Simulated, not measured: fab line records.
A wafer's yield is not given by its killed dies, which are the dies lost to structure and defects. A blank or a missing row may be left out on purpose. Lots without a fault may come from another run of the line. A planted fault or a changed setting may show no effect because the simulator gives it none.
fab line records | flow berkeleyCmos170
[record] lots = 5 wafers = 15 lastDay = 12
route steps=331 shown PFIELD@79 FIELD@89 SACOX@97 SCREENOX@100 NVT@104 PVT@115
lots that met no fault: taken from a fault-free run of the same line
startH: hours from the record's opening day to when the first of the lot's shown wafers began | waitH: hours since the lot's step before | " repeats the value in the row above | L1.1+2: one row covering several wafers at once | - no value, or no start was given | * or withheld: withheld | < > ~ a bound
route shown NAME@n: names a module that has steps shown in the file, with the first one's number in the route | usual: mean/standard deviation of fault-free wafers | same: alike in all rows | chamber/n: place in a boat | sites: the reading at each site | _std_site: standard deviation across them | _edge_site: inner sites' mean taken away from outer sites' mean | radiusMm: how far each site lies from the wafer's centre | mask NAME#n: copy n | behind: the most recent tool/chamber to have shaped the wafer | hold: reason for holding the lot/hours on hold/outcome of the hold | device: which transistor (n, p or np) failed to switch | end of line: tests run on the same wafers once the route is complete | a step given without rows: its recipe and nothing more | killed: dies lost to structure and defects at the first sort, not the wafer's yield | map: the dies of a wafer, with x for killed, . for not killed, _ for no die there
set.NAME: the setting as run; set.NAME@STEP: as run at that earlier step | model.NAME: the simulator's own value behind a step, which no gauge read
lots at selected steps of the route; one table per step, one row per wafer
services: from which hour (startH, from the record's first day; less than 0 if before it) a tool's chamber was out of use, for how many hours, and why
[[steps]]
[step UCB170_PFIELD_HMDS_00]
[recipe] primeTimeS = 60 primeTempC = 100
[usual] primeTempC = 100.00/0.14
// columns lot.wafer tool chamber startH waitH primeTempC
L075.2 lithoTrack-01 0 98.86 0.0 99.90
L075.3 " 0 " " 99.88
L075.4 " 0 " " 100.18
L077.1 lithoTrack-03 0 126.93 1.0 100.09
L077.3 " 0 " " 100.09
L077.6 " 0 " " 100.04
L078.1 lithoTrack-02 0 128.93 1.2 100.06
L078.2 " 0 " " 100.15
L078.4 " 0 " " 100.16
L083.2 lithoTrack-01 0 129.30 1.1 99.82
L083.3 " 0 " " 99.92
L083.4 " 0 " " 99.86
L097.1 lithoTrack-01 0 197.04 1.2 99.96
L097.2 " 0 " " 99.87
L097.5 " 0 " " 100.04
[step UCB170_PFIELD_COAT_01]
[recipe] resist = KrF spinRpm = 1500 resistThkNm = 900
[usual] dispensePressureKPa = 47.5/0.89
// columns lot.wafer tool chamber startH waitH dispensePressureKPa
L075.2 lithoTrack-01 0 99.01 0.1 47.7
L075.3 " 0 " " 47.7
L075.4 " 0 " " 47.7
L077.1 lithoTrack-03 0 127.08 0.1 46.2
L077.3 " 0 " " 46.2
L077.6 " 0 " " 46.2
L078.1 lithoTrack-02 0 129.08 0.1 48.4
L078.2 " 0 " " 48.4
L078.4 " 0 " " 48.4
L083.2 lithoTrack-01 0 129.45 0.1 47.7
L083.3 " 0 " " 47.7
L083.4 " 0 " " 47.7
L097.1 lithoTrack-01 0 197.19 0.1 47.7
L097.2 " 0 " " 47.7
L097.5 " 0 " " 47.7
[step UCB170_PFIELD_SOFTBAKE_02]
[recipe] resist = KrF tempC = 130 timeS = 60
// columns lot.wafer tool chamber startH waitH
L075.2+3+4 lithoTrack-01 0 99.16 0.1
L077.1+3+6 lithoTrack-03 0 127.23 0.1
L078.1+2+4 lithoTrack-02 0 129.23 0.1
L083.2+3+4 lithoTrack-01 0 129.60 0.1
L097.1+2+5 lithoTrack-01 0 197.34 0.1
[step UCB170_PFIELD_EXPOSE_03]
[recipe] maskId = PFIELD na = 0.5 sigmaOuter = 0.6 sourceShape = conventional targetCdNm = 1500 doseMj = 30
// columns lot.wafer tool chamber startH waitH mask
L075.2+3+4 krfScanner-02 0 99.30 0.1 PFIELD#0
L077.1+3+6 krfScanner-01 0 - - PFIELD#0
L078.1+2+4 krfScanner-01 0 - - PFIELD#0
L083.2+3+4 krfScanner-01 0 - - PFIELD#0
L097.1+2+5 krfScanner-01 0 197.61 0.2 PFIELD#0
[step UCB170_PFIELD_PEB_04]
[recipe] pebTempC = 130 pebTimeS = withheld resist = KrF
// columns lot.wafer tool chamber startH waitH
L075.2+3+4 lithoTrack-02 0 99.67 0.4
L077.1+3+6 lithoTrack-01 0 - -
L078.1+2+4 lithoTrack-03 0 - -
L083.2+3+4 lithoTrack-01 0 - -
L097.1+2+5 lithoTrack-01 0 197.94 0.3
[step UCB170_PFIELD_DEVELOP_05]
[recipe] developer = TMAH developTimeS = 45 resist = KrF devTempC = 21
// columns lot.wafer tool chamber startH waitH
L075.2+3+4 lithoTrack-02 0 - -
L077.1+3+6 lithoTrack-01 0 - -
L078.1+2+4 lithoTrack-03 0 - -
L083.2+3+4 lithoTrack-01 0 - -
L097.1+2+5 lithoTrack-01 0 - -
[step UCB170_PFIELD_OVL_MEAS_06]
[usual] PFIELD_OVL = -2/4.8
// columns lot.wafer tool chamber startH waitH PFIELD_OVL[nm]
L075.2 overlay-02 - 99.93 - 3
L075.3 " - " " -1
L075.4 " - " " -5
L077.1 overlay-01 - 129.00 - -1
L077.3 " - " " -1
L077.6 " - " " -4
L078.1 overlay-01 - 131.08 - -1
L078.2 " - " " -2
L078.4 " - " " -4
L083.2 overlay-01 - 131.46 - -2
L083.3 " - " " -1
L083.4 " - " " -2
L097.1 overlay-01 - 198.21 - -9
L097.2 " - " " -8
L097.5 " - " " 0
[step UCB170_PFIELD_IMPLANT_07]
[recipe] species = B doseCm2 = 2e+13 energyKev = 80 tiltDeg = 7
// columns lot.wafer tool chamber startH waitH
L075.2+3+4 implanter-02 0 99.98 0.0
L077.1+3+6 implanter-03 0 129.04 0.0
L078.1+2+4 implanter-04 0 131.11 0.0
L083.2+3+4 implanter-02 0 131.51 0.0
L097.1+2+5 implanter-04 0 198.25 0.0
[step UCB170_PFIELD_STRIP_08]
[recipe] chemistry = O2 powerW = 400 pressureMtorr = 3500 platenTempC = withheld o2FlowSccm = 400 overashFraction = 0.5
[usual] drypumpMotorCurrentA = 5.8/0.41 oesProductAu = 0.735/0.0048 stripTimeToEndpointS = 21.62/0.076
// columns lot.wafer tool chamber startH waitH drypumpMotorCurrentA oesProductAu rfHoursCounterH stripTimeToEndpointS
L075.2 plasmaAsher-02 1 100.11 0.1 6.4 0.733 34 21.57
L075.3 " 0 " " 5.8 0.732 - 21.58
L075.4 " 1 " " 6.4 0.739 - 21.58
L077.1 plasmaAsher-03 0 129.19 0.1 5.3 0.744 35 21.73
L077.3 " 0 " " 5.3 0.732 - 21.69
L077.6 " 0 " " 5.3 0.736 - 21.69
L078.1 plasmaAsher-04 0 131.26 0.1 5.6 0.736 39 21.56
L078.2 " 1 " " 5.3 0.731 39 21.54
L078.4 " 0 " " 5.6 0.735 - 21.58
L083.2 plasmaAsher-02 0 131.64 0.1 5.8 0.731 37 21.60
L083.3 " 0 " " 5.8 0.733 - 21.61
L083.4 " 1 " " 6.4 0.733 - 21.57
L097.1 plasmaAsher-02 0 198.40 0.1 5.8 0.736 46 21.61
L097.2 " 1 " " 6.4 0.737 46 21.60
L097.5 " 0 " " 5.8 0.723 - 21.53
[step UCB170_PFIELD_TW_MEAS_09]
[usual] PFIELD_TW = 605/3.8
// columns lot.wafer tool chamber startH waitH PFIELD_TW
L075.2 filmMetro-03 - 100.22 0.1 609
L075.3 " - " " 612
L075.4 " - " " 608
L077.1 filmMetro-01 - 129.29 0.1 607
L077.3 " - " " 609
L077.6 " - " " 604
L078.1 filmMetro-01 - 131.36 0.1 604
L078.2 " - " " 606
L078.4 " - " " 607
L083.2 filmMetro-03 - 131.75 0.1 607
L083.3 " - " " 607
L083.4 " - " " 608
L097.1 filmMetro-03 - 198.50 0.1 610
L097.2 " - " " 608
L097.5 " - " " 611
[step UCB170_FIELD_CLEAN_00]
[recipe] chemistry = dHF dilution = 25:1 timeS = 7.5
// columns lot.wafer tool chamber startH waitH
L075.2+3+4 wetBench-02 0 102.71 2.5
L077.1+3+6 wetBench-01 2 129.35 0.1
L078.1+2+4 wetBench-02 0 131.42 0.1
L083.2+3+4 wetBench-01 0 131.80 0.0
L097.1+2+5 wetBench-01 3 198.56 0.1
[step UCB170_FIELD_OXIDATION_01]
[recipe] tempC = 1000 ambient = H2O pH2oTorr = 584.62 targetThkA = 5583 oxTimeS = 7200
[usual] spikeTcLoadC = 1025.0/2.6 zonePowerLoadPct = 33.7/0.81
// columns lot.wafer tool chamber startH waitH spikeTcLoadC zonePowerLoadPct
L075.2 furnace-01 0 107.83 5.1 1026.8 34.9
L075.3 " 0 " " 1029.1 35.4
L075.4 " 0 " " 1028.0 35.6
L077.1 furnace-04 0 131.29 1.9 1027.6 33.8
L077.3 " 0 " " 1027.7 34.4
L077.6 " 0 " " 1028.1 33.5
L078.1 furnace-02 0 135.08 3.6 1022.6 33.4
L078.2 " 0 " " 1023.9 33.5
L078.4 " 0 " " 1023.9 33.2
L083.2 furnace-02 0 135.08 3.3 1023.5 33.3
L083.3 " 0 " " 1023.0 33.3
L083.4 " 0 " " 1025.6 33.4
L097.1 furnace-02 0 203.35 4.8 1022.9 33.0
L097.2 " 0 " " 1020.9 33.3
L097.5 " 0 " " 1020.3 32.8
[step UCB170_FIELD_THK_MEAS_02]
[recipe] reads = SiO2_of_FIELD_OXIDATION_01
[usual] FIELD_OXIDE_THK = 549/10
// columns lot.wafer tool chamber startH waitH FIELD_OXIDE_THK[nm]
L075.2 filmMetro-04 - 110.84 0.0 556
L075.3 " - " " 553
L075.4 " - " " 541
L077.1 filmMetro-04 - 134.29 0.0 543
L077.3 " - " " 549
L077.6 " - " " 544
L078.1 filmMetro-01 - 138.08 0.0 548
L078.2 " - " " 546
L078.4 " - " " 546
L083.2 filmMetro-03 - 138.09 0.0 558
L083.3 " - " " 553
L083.4 " - " " 552
L097.1 filmMetro-01 - 206.35 0.0 552
L097.2 " - " " 545
L097.5 " - " " 542
[step UCB170_FIELD_ANNEAL_03]
[recipe] tempC = 1000 timeS = 1200 ambient = N2
[usual] spikeTcLoadC = 1027.7/1.9 zonePowerLoadPct = 34.0/0.66
// columns lot.wafer tool chamber startH waitH spikeTcLoadC zonePowerLoadPct
L075.2 furnace-01 0 115.01 4.2 1026.8 36.2
L075.3 " 0 " " 1026.8 35.0
L075.4 " 0 " " 1026.5 35.7
L077.1 furnace-04 0 137.14 2.8 1026.9 34.1
L077.3 " 0 " " 1027.3 33.9
L077.6 " 0 " " 1028.9 33.6
L078.1 furnace-04 0 141.22 3.1 1029.0 33.1
L078.2 " 0 " " 1027.5 34.1
L078.4 " 0 " " 1027.7 33.6
L083.2 furnace-04 0 141.22 3.1 1028.4 34.0
L083.3 " 0 " " 1026.9 33.6
L083.4 " 0 " " 1027.6 33.9
L097.1 furnace-04 0 207.50 1.1 1027.0 33.6
L097.2 " 0 " " 1029.0 33.5
L097.5 " 0 " " 1028.2 33.8
[step UCB170_FIELD_WET_ETCH_04]
[recipe] chemistry = dHF dilution = 10:1 target = SiO2 tempC = 25 timeS = 60
// columns lot.wafer tool chamber startH waitH
L075.2+3+4 wetBench-02 1 116.34 0.0
L077.1+3+6 wetBench-02 2 138.47 0.0
L078.1+2+4 wetBench-02 0 142.55 0.0
L083.2+3+4 wetBench-03 2 142.55 0.0
L097.1+2+5 wetBench-01 2 208.83 0.0
[step UCB170_FIELD_WET_ETCH_05]
[recipe] chemistry = H3PO4 target = Si3N4 tempC = 160 timeS = 12600
// columns lot.wafer tool chamber startH waitH
L075.2+3+4 wetBench-02 3 116.37 0.0
L077.1+3+6 wetBench-02 1 138.50 0.0
L078.1+2+4 wetBench-01 0 142.58 0.0
L083.2+3+4 wetBench-02 2 142.58 0.0
L097.1+2+5 wetBench-01 0 208.86 0.0
[step UCB170_FIELD_WET_ETCH_06]
[recipe] chemistry = BOE dilution = 5:1 target = SiO2 tempC = 25 timeS = 22
// columns lot.wafer tool chamber startH waitH
L075.2+3+4 wetBench-03 2 119.88 0.0
L077.1+3+6 wetBench-03 1 142.10 0.1
L078.1+2+4 wetBench-01 1 146.26 0.2
L083.2+3+4 wetBench-01 1 146.26 0.2
L097.1+2+5 wetBench-01 2 212.54 0.2
[step UCB170_FIELD_THK_MEAS_90]
[recipe] reads = SiO2_of_FIELD_OXIDATION_01
[usual] FIELD_OXIDE_LEFT_1_THK = 432/10
// columns lot.wafer tool chamber startH waitH FIELD_OXIDE_LEFT_1_THK[nm]
L075.2 filmMetro-03 - 119.90 0.0 439
L075.3 " - " " 436
L075.4 " - " " 425
L077.1 filmMetro-04 - 142.12 0.0 427
L077.3 " - " " 433
L077.6 " - " " 429
L078.1 filmMetro-03 - 146.28 0.0 430
L078.2 " - " " 428
L078.4 " - " " 428
L083.2 filmMetro-04 - 146.29 0.0 441
L083.3 " - " " 437
L083.4 " - " " 435
L097.1 filmMetro-03 - 212.56 0.0 437
L097.2 " - " " 429
L097.5 " - " " 427
[step UCB170_SACOX_CLEAN_00]
[recipe] chemistry = dHF dilution = 25:1 timeS = 7.5
// columns lot.wafer tool chamber startH waitH
L075.2+3+4 wetBench-04 3 119.95 0.0
L077.1+3+6 wetBench-04 1 142.18 0.1
L078.1+2+4 wetBench-01 2 146.34 0.1
L083.2+3+4 wetBench-01 0 146.34 0.0
L097.1+2+5 wetBench-02 2 212.72 0.2
[step UCB170_SACOX_OXIDATION_01]
[recipe] tempC = 900 ambient = O2 targetThkA = 144 oxTimeS = 2400
[usual] spikeTcLoadC = 925.4/2 zonePowerLoadPct = 27.2/0.68
// columns lot.wafer tool chamber startH waitH spikeTcLoadC zonePowerLoadPct
L075.2 furnace-01 0 123.09 3.1 927.6 27.2
L075.3 " 0 " " 922.9 27.7
L075.4 " 0 " " 926.8 27.3
L077.1 furnace-01 0 146.78 4.6 925.9 27.7
L077.3 " 0 " " 925.0 27.0
L077.6 " 0 " " 924.3 27.8
L078.1 furnace-01 0 146.78 0.4 927.3 27.2
L078.2 " 0 " " 928.3 27.4
L078.4 " 0 " " 925.7 27.7
L083.2 furnace-01 0 146.78 0.4 924.6 27.8
L083.3 " 0 " " 927.4 27.4
L083.4 " 0 " " 925.9 27.4
L097.1 furnace-01 0 215.59 2.9 926.9 27.6
L097.2 " 0 " " 927.0 28.0
L097.5 " 0 " " 926.8 27.8
[step UCB170_SACOX_THK_MEAS_02]
[recipe] reads = SiO2_of_SACOX_OXIDATION_01
[usual] SACOX_OXIDE_THK = 14.38/0.3
// columns lot.wafer tool chamber startH waitH SACOX_OXIDE_THK[nm]
L075.2 filmMetro-02 - 124.77 0.0 14.23
L075.3 " - " " 14.34
L075.4 " - " " 14.17
L077.1 filmMetro-04 - 148.44 0.0 14.66
L077.3 " - " " 14.67
L077.6 " - " " 14.67
L083.2 filmMetro-02 - 148.45 0.0 14.17
L083.3 " - " " 14.11
L083.4 " - " " 14.19
L078.1 filmMetro-04 - 148.50 0.1 14.45
L078.2 " - " " 14.46
L078.4 " - " " 14.31
L097.1 filmMetro-03 - 217.26 0.0 14.69
L097.2 " - " " 14.69
L097.5 " - " " 14.65
[step UCB170_SCREENOX_WET_ETCH_00]
[recipe] chemistry = dHF dilution = 25:1 target = SiO2 tempC = 25 timeS = 200
// columns lot.wafer tool chamber startH waitH
L075.2+3+4 wetBench-02 1 124.95 0.2
L077.1+3+6 wetBench-02 2 148.50 0.1
L083.2+3+4 wetBench-02 0 148.50 0.0
L078.1+2+4 wetBench-02 3 148.57 0.1
L097.1+2+5 wetBench-02 1 217.32 0.1
[step UCB170_SCREENOX_OXIDATION_01]
[recipe] tempC = 900 ambient = O2 targetThkA = 144 oxTimeS = 2400
[usual] spikeTcLoadC = 925.3/2.2 zonePowerLoadPct = 27.0/0.77
// columns lot.wafer tool chamber startH waitH spikeTcLoadC zonePowerLoadPct
L075.2 furnace-02 0 126.06 1.0 922.1 26.0
L075.3 " 0 " " 922.2 26.2
L075.4 " 0 " " 922.7 25.3
L077.1 furnace-01 0 153.53 5.0 926.5 27.4
L077.3 " 0 " " 925.2 27.8
L077.6 " 0 " " 927.5 27.2
L078.1 furnace-01 0 153.53 4.9 927.1 27.5
L078.2 " 0 " " 925.7 27.4
L078.4 " 0 " " 926.3 27.9
L083.2 furnace-01 0 153.53 5.0 925.5 27.8
L083.3 " 0 " " 926.0 27.4
L083.4 " 0 " " 927.8 27.7
L097.1 furnace-01 0 221.61 4.2 926.6 27.5
L097.2 " 0 " " 927.0 27.9
L097.5 " 0 " " 928.7 28.0
[step UCB170_SCREENOX_THK_MEAS_02]
[recipe] reads = SiO2_of_SCREENOX_OXIDATION_01
[usual] SCREENOX_OXIDE_THK = 14.3/0.31
// columns lot.wafer tool chamber startH waitH SCREENOX_OXIDE_THK[nm]
L075.2 filmMetro-02 - 127.74 0.0 13.8
L075.3 " - " " 14.0
L075.4 " - " " 14.0
L077.1 filmMetro-01 - 155.19 0.0 14.5
L077.3 " - " " 14.2
L077.6 " - " " 14.5
L078.1 filmMetro-04 - 155.25 0.1 14.1
L078.2 " - " " 14.1
L078.4 " - " " 14.2
L083.2 filmMetro-01 - 155.26 0.1 14.8
L083.3 " - " " 14.7
L083.4 " - " " 14.6
L097.1 filmMetro-04 - 223.28 0.0 14.7
L097.2 " - " " 14.7
L097.5 " - " " 14.9
[step UCB170_SCREENOX_ANNEAL_03]
[recipe] tempC = 900 timeS = 900 ambient = N2
[usual] spikeTcLoadC = 924.7/2.8 zonePowerLoadPct = 26.3/0.46
// columns lot.wafer tool chamber startH waitH spikeTcLoadC zonePowerLoadPct
L075.2 furnace-01 0 129.11 1.4 927.5 27.1
L075.3 " 0 " " 924.5 27.5
L075.4 " 0 " " 925.9 27.5
L077.1 furnace-04 0 157.20 2.0 926.3 26.1
L077.3 " 0 " " 927.8 26.4
L077.6 " 0 " " 925.7 26.7
L078.1 furnace-04 0 157.20 1.9 925.2 26.4
L078.2 " 0 " " 926.1 26.4
L078.4 " 0 " " 928.2 26.6
L083.2 furnace-04 0 157.20 1.9 927.2 26.3
L083.3 " 0 " " 929.5 26.9
L083.4 " 0 " " 925.8 26.4
L097.1 furnace-02 0 229.42 6.1 922.8 25.7
L097.2 " 0 " " 921.9 26.0
L097.5 " 0 " " 921.8 26.1
[step UCB170_NVT_HMDS_00]
[recipe] primeTimeS = 60 primeTempC = 100
[usual] primeTempC = 100.00/0.13
// columns lot.wafer tool chamber startH waitH primeTempC
L075.2 lithoTrack-03 0 131.38 1.0 100.00
L075.3 " 0 " " 100.13
L075.4 " 0 " " 100.26
L077.1 lithoTrack-03 0 158.61 0.2 100.25
L077.3 " 0 " " 100.11
L077.6 " 0 " " 100.20
L078.1 lithoTrack-04 0 158.68 0.2 100.09
L078.2 " 0 " " 99.82
L078.4 " 0 " " 99.94
L083.2 lithoTrack-04 0 159.61 1.2 100.07
L083.3 " 0 " " 100.08
L083.4 " 0 " " 100.11
L097.1 lithoTrack-04 0 230.97 0.3 99.96
L097.2 " 0 " " 99.96
L097.5 " 0 " " 100.00
[step UCB170_NVT_COAT_01]
[recipe] resist = KrF spinRpm = 1500 resistThkNm = 900
[usual] dispensePressureKPa = 47.8/1.2
// columns lot.wafer tool chamber startH waitH dispensePressureKPa
L075.2 lithoTrack-03 0 131.53 0.1 46.1
L075.3 " 0 " " 46.2
L075.4 " 0 " " 46.2
L077.1 lithoTrack-03 0 158.76 0.1 46.2
L077.3 " 0 " " 46.2
L077.6 " 0 " " 46.2
L078.1 lithoTrack-04 0 158.83 0.1 48.8
L078.2 " 0 " " 48.8
L078.4 " 0 " " 48.8
L083.2 lithoTrack-04 0 159.76 0.1 48.8
L083.3 " 0 " " 48.8
L083.4 " 0 " " 48.8
L097.1 lithoTrack-04 0 231.12 0.1 48.8
L097.2 " 0 " " 48.8
L097.5 " 0 " " 48.8
[step UCB170_NVT_SOFTBAKE_02]
[recipe] resist = KrF tempC = 130 timeS = 60
// columns lot.wafer tool chamber startH waitH
L075.2+3+4 lithoTrack-03 0 131.68 0.1
L077.1+3+6 lithoTrack-03 0 158.91 0.1
L078.1+2+4 lithoTrack-04 0 158.98 0.1
L083.2+3+4 lithoTrack-04 0 159.91 0.1
L097.1+2+5 lithoTrack-04 0 231.27 0.1
[step UCB170_NVT_EXPOSE_03]
[recipe] maskId = PWELL targetCdNm = 3000 na = 0.5 sigmaOuter = 0.6 sourceShape = conventional doseMj = 30
// columns lot.wafer tool chamber startH waitH mask
L075.2+3+4 krfScanner-01 0 131.99 0.3 PWELL#0
L077.1+3+6 krfScanner-01 0 159.06 0.1 PWELL#0
L078.1+2+4 krfScanner-02 0 159.30 0.3 PWELL#0
L083.2+3+4 krfScanner-02 0 160.53 0.6 PWELL#0
L097.1+2+5 krfScanner-02 0 231.83 0.5 PWELL#0
[step UCB170_NVT_PEB_04]
[recipe] pebTempC = 130 pebTimeS = withheld resist = KrF
// columns lot.wafer tool chamber startH waitH
L075.2+3+4 lithoTrack-04 0 132.60 0.6
L077.1+3+6 lithoTrack-03 0 159.96 0.9
L078.1+2+4 lithoTrack-04 0 160.03 0.7
L083.2+3+4 lithoTrack-02 0 161.19 0.6
L097.1+2+5 lithoTrack-04 0 232.59 0.7
[step UCB170_NVT_DEVELOP_05]
[recipe] developer = TMAH developTimeS = 45 resist = KrF devTempC = 21
// columns lot.wafer tool chamber startH waitH
L075.2+3+4 lithoTrack-04 0 - -
L077.1+3+6 lithoTrack-03 0 - -
L078.1+2+4 lithoTrack-04 0 - -
L083.2+3+4 lithoTrack-02 0 - -
L097.1+2+5 lithoTrack-04 0 - -
[step UCB170_NVT_OVL_MEAS_06]
[usual] NVT_OVL = -1/5
// columns lot.wafer tool chamber startH waitH NVT_OVL[nm]
L075.2 overlay-02 - 132.86 - -1
L075.3 " - " " 10
L075.4 " - " " 1
L077.1 overlay-01 - 160.23 - 0
L077.3 " - " " -1
L077.6 " - " " -6
L078.1 overlay-02 - 160.31 - -2
L078.2 " - " " -5
L078.4 " - " " -2
L083.2 overlay-02 - 161.45 - -7
L083.3 " - " " -8
L083.4 " - " " -6
L097.1 overlay-01 - 232.87 - -10
L097.2 " - " " -7
L097.5 " - " " -7
[step UCB170_NVT_IMPLANT_07]
[recipe] species = BF2 doseCm2 = 3e+12 energyKev = 50 tiltDeg = 7
// columns lot.wafer tool chamber startH waitH
L075.2+3+4 implanter-01 0 132.91 0.0
L077.1+3+6 implanter-02 0 160.27 0.0
L078.1+2+4 implanter-04 0 160.35 0.0
L083.2+3+4 implanter-04 0 161.51 0.0
L097.1+2+5 implanter-04 0 232.90 0.0
[step UCB170_NVT_STRIP_08]
[recipe] chemistry = O2 powerW = 400 pressureMtorr = 3500 platenTempC = withheld o2FlowSccm = 400 overashFraction = 0.5
[usual] drypumpMotorCurrentA = 5.7/0.31 oesProductAu = 0.734/0.0044 stripTimeToEndpointS = 21.63/0.061
// columns lot.wafer tool chamber startH waitH drypumpMotorCurrentA oesProductAu rfHoursCounterH stripTimeToEndpointS
L075.2 plasmaAsher-01 1 133.04 0.1 6.0 0.736 2 21.69
L075.3 " 1 " " 6.0 0.735 - 21.65
L075.4 " 0 " " 6.1 0.733 - 21.71
L077.1 plasmaAsher-04 1 160.42 0.1 5.3 0.734 43 21.61
L077.3 " 1 " " 5.3 0.748 - 21.52
L077.6 " 1 " " 5.3 0.730 - 21.52
L078.1 plasmaAsher-03 1 160.50 0.1 5.4 0.740 39 21.67
L078.2 " 0 " " 5.3 0.725 39 21.54
L078.4 " 0 " " 5.3 0.728 - 21.66
L083.2 plasmaAsher-01 0 161.63 0.1 6.1 0.735 5 21.59
L083.3 " 0 " " 6.0 0.737 - 21.62
L083.4 " 1 " " 5.9 0.737 - 21.59
L097.1 plasmaAsher-01 0 233.05 0.1 6.0 0.735 12 21.69
L097.2 " 1 " " 6.0 0.737 12 21.62
L097.5 " 0 " " 6.0 0.737 - 21.67
[step UCB170_NVT_TW_MEAS_09]
[usual] NVT_TW = 526/4.5
// columns lot.wafer tool chamber startH waitH NVT_TW
L075.2 filmMetro-01 - 133.15 0.1 529
L075.3 " - " " 531
L075.4 " - " " 531
L077.1 filmMetro-01 - 160.52 0.1 528
L077.3 " - " " 531
L077.6 " - " " 529
L078.1 filmMetro-03 - 160.60 0.1 529
L078.2 " - " " 527
L078.4 " - " " 526
L083.2 filmMetro-02 - 161.74 0.1 519
L083.3 " - " " 520
L083.4 " - " " 517
L097.1 filmMetro-02 - 233.17 0.1 522
L097.2 " - " " 521
L097.5 " - " " 520
[step UCB170_NVT_CLEAN_10]
[recipe] chemistry = SPM tempC = 120 timeS = 600
// columns lot.wafer tool chamber startH waitH
L075.2+3+4 wetBench-04 0 134.66 1.5
L077.1+3+6 wetBench-01 3 160.79 0.3
L078.1+2+4 wetBench-01 3 160.79 0.2
L083.2+3+4 wetBench-01 2 161.93 0.2
L097.1+2+5 wetBench-03 3 233.43 0.3
[step UCB170_PVT_HMDS_00]
[recipe] primeTimeS = 60 primeTempC = 100
[usual] primeTempC = 99.97/0.15
// columns lot.wafer tool chamber startH waitH primeTempC
L075.2 lithoTrack-04 0 135.31 0.5 99.76
L075.3 " 0 " " 99.90
L075.4 " 0 " " 99.87
L077.1 lithoTrack-01 0 161.23 0.3 100.10
L077.3 " 0 " " 100.16
L077.6 " 0 " " 99.99
L078.1 lithoTrack-02 0 161.44 0.5 100.02
L078.2 " 0 " " 100.03
L078.4 " 0 " " 99.95
L083.2 lithoTrack-02 0 163.82 1.7 100.04
L083.3 " 0 " " 99.67
L083.4 " 0 " " 99.90
L097.1 lithoTrack-02 0 234.04 0.4 100.16
L097.2 " 0 " " 100.08
L097.5 " 0 " " 100.09
[step UCB170_PVT_COAT_01]
[recipe] resist = KrF spinRpm = 1500 resistThkNm = 900
[usual] dispensePressureKPa = 48.2/0.48
// columns lot.wafer tool chamber startH waitH dispensePressureKPa
L075.2 lithoTrack-04 0 135.46 0.1 48.8
L075.3 " 0 " " 48.8
L075.4 " 0 " " 48.8
L077.1 lithoTrack-01 0 161.38 0.1 47.7
L077.3 " 0 " " 47.7
L077.6 " 0 " " 47.7
L078.1 lithoTrack-02 0 161.59 0.1 48.4
L078.2 " 0 " " 48.4
L078.4 " 0 " " 48.4
L083.2 lithoTrack-02 0 163.97 0.1 48.4
L083.3 " 0 " " 48.4
L083.4 " 0 " " 48.4
L097.1 lithoTrack-02 0 234.19 0.1 48.4
L097.2 " 0 " " 48.4
L097.5 " 0 " " 48.4
[step UCB170_PVT_SOFTBAKE_02]
[recipe] resist = KrF tempC = 130 timeS = 60
// columns lot.wafer tool chamber startH waitH
L075.2+3+4 lithoTrack-04 0 135.61 0.1
L077.1+3+6 lithoTrack-01 0 161.53 0.1
L078.1+2+4 lithoTrack-02 0 161.74 0.1
L083.2+3+4 lithoTrack-02 0 164.12 0.1
L097.1+2+5 lithoTrack-02 0 234.34 0.1
[step UCB170_PVT_EXPOSE_03]
[recipe] maskId = NWELL targetCdNm = 3000 na = 0.5 sigmaOuter = 0.6 sourceShape = conventional doseMj = 30
// columns lot.wafer tool chamber startH waitH mask
L075.2+3+4 krfScanner-01 0 135.97 0.3 NWELL#0
L077.1+3+6 krfScanner-02 0 - - NWELL#0
L078.1+2+4 krfScanner-02 0 - - NWELL#0
L083.2+3+4 krfScanner-02 0 - - NWELL#0
L097.1+2+5 krfScanner-02 0 234.49 0.1 NWELL#0
[step UCB170_PVT_PEB_04]
[recipe] pebTempC = 130 pebTimeS = withheld resist = KrF
// columns lot.wafer tool chamber startH waitH
L075.2+3+4 lithoTrack-01 0 136.38 0.4
L077.1+3+6 lithoTrack-02 0 - -
L078.1+2+4 lithoTrack-04 0 - -
L083.2+3+4 lithoTrack-02 0 - -
L097.1+2+5 lithoTrack-04 0 235.32 0.8
[step UCB170_PVT_DEVELOP_05]
[recipe] developer = TMAH developTimeS = 45 resist = KrF devTempC = 21
// columns lot.wafer tool chamber startH waitH
L075.2+3+4 lithoTrack-01 0 - -
L077.1+3+6 lithoTrack-02 0 - -
L078.1+2+4 lithoTrack-04 0 - -
L083.2+3+4 lithoTrack-02 0 - -
L097.1+2+5 lithoTrack-04 0 - -
[step UCB170_PVT_OVL_MEAS_06]
[usual] PVT_OVL = -1/4.8
// columns lot.wafer tool chamber startH waitH PVT_OVL[nm]
L075.2 overlay-02 - 136.64 - -1
L075.3 " - " " -3
L075.4 " - " " 0
L077.1 overlay-01 - 163.79 - -1
L077.3 " - " " -1
L077.6 " - " " -8
L078.1 overlay-02 - 163.93 - -6
L078.2 " - " " -6
L078.4 " - " " -10
L083.2 overlay-02 - 165.80 - -4
L083.3 " - " " 4
L083.4 " - " " -3
L097.1 overlay-02 - 235.59 - -4
L097.2 " - " " 8
L097.5 " - " " -2
[step UCB170_PVT_IMPLANT_07]
[recipe] species = P doseCm2 = 2e+12 energyKev = 30 tiltDeg = 7
// columns lot.wafer tool chamber startH waitH
L075.2+3+4 implanter-03 0 136.69 0.0
L077.1+3+6 implanter-01 0 163.83 0.0
L078.1+2+4 implanter-02 0 163.97 0.0
L083.2+3+4 implanter-03 0 165.86 0.0
L097.1+2+5 implanter-03 0 235.63 0.0
[[services]]
// columns tool chamber startH hours kind
implanter-02 - 87.62 0.9 repair
plasmaAsher-01 - 92.13 4.6 repair
furnace-01 - 103.18 4.6 pm
plasmaAsher-01 - 108.75 9.0 pm
implanter-04 - 112.11 3.3 repair
plasmaAsher-02 - 114.46 1.7 repair
plasmaAsher-01 - 122.89 0.4 repair
krfScanner-02 - 135.46 0.8 pm
krfScanner-02 - 136.34 1.0 pm
krfScanner-01 - 138.74 1.3 pm
krfScanner-01 - 140.63 0.8 pm
furnace-04 - 147.90 4.0 pm
krfScanner-01 - 148.08 1.0 repair
krfScanner-01 - 161.42 0.7 repair
implanter-03 - 163.28 1.8 repair
krfScanner-01 - 164.05 4.8 repair
implanter-02 - 174.06 4.5 pm
wetBench-02 - 187.90 4.4 pm
implanter-03 - 202.63 6.5 pm
krfScanner-02 - 203.82 1.3 pm
furnace-02 - 219.70 3.9 pm
furnace-01 - 225.88 3.4 pm
furnace-04 - 232.97 2.6 pm
krfScanner-01 - 234.50 1.0 pm
[[key]]
fault none
